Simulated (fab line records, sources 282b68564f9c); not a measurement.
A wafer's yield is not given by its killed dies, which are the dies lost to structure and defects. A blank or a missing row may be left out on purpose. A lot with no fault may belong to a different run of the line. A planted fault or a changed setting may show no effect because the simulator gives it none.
What tool caused it?    flow rit cmos    route of 202 steps, sampled at 1 step: 7 lots, 21 wafers

## WHAT THE GAUGES READ, wafer by wafer
RIT_NWELL_OVL_MEAS_06.
lot   measured     on          NWELL_OVL (nm)
L921  day 2 02:44  overlay-02  -3.0 -0.8 -0.7
L925  day 2 23:34  overlay-01  -0.9 -0.8 -0.1
L927  day 3 09:19  overlay-02  0.2 0.9 -0.8
L929  day 3 17:59  overlay-02  -1.7 -1.8 0.1
L933  day 4 14:43  overlay-01  0.4 1.2 0.9
L939  day 5 21:09  overlay-01  -1.5 -2.8 -3.5
L941  day 6 11:08  overlay-01  -0.6 -0.7 -1.0

## WHICH TOOL RAN EACH LOT (tool, then ch and the chambers of the sampled wafers, then the start)
The record holds no process step before these readings.

## THE ANSWER, worked out from the rows above alone
Rule: the usual values come from the lots themselves. The widest of any qualifying gaps counts: lots, ordered by their means at a reading, are off when they make up no more than a third of the lots, leave a main group of 4 or more, and stand apart from it by 3 or more times the standard deviation of that group's means. A main group is skipped when, at the precision printed for the reading in the tables above, its means are all equal. Also off: a lot with no number at a reading for which 4 or more lots have one. Any other lot the step has rows for is counted as sound.
No lot is off at any reading shown: from this, nothing can be told.

## WHAT THE SIMULATOR PUT IN
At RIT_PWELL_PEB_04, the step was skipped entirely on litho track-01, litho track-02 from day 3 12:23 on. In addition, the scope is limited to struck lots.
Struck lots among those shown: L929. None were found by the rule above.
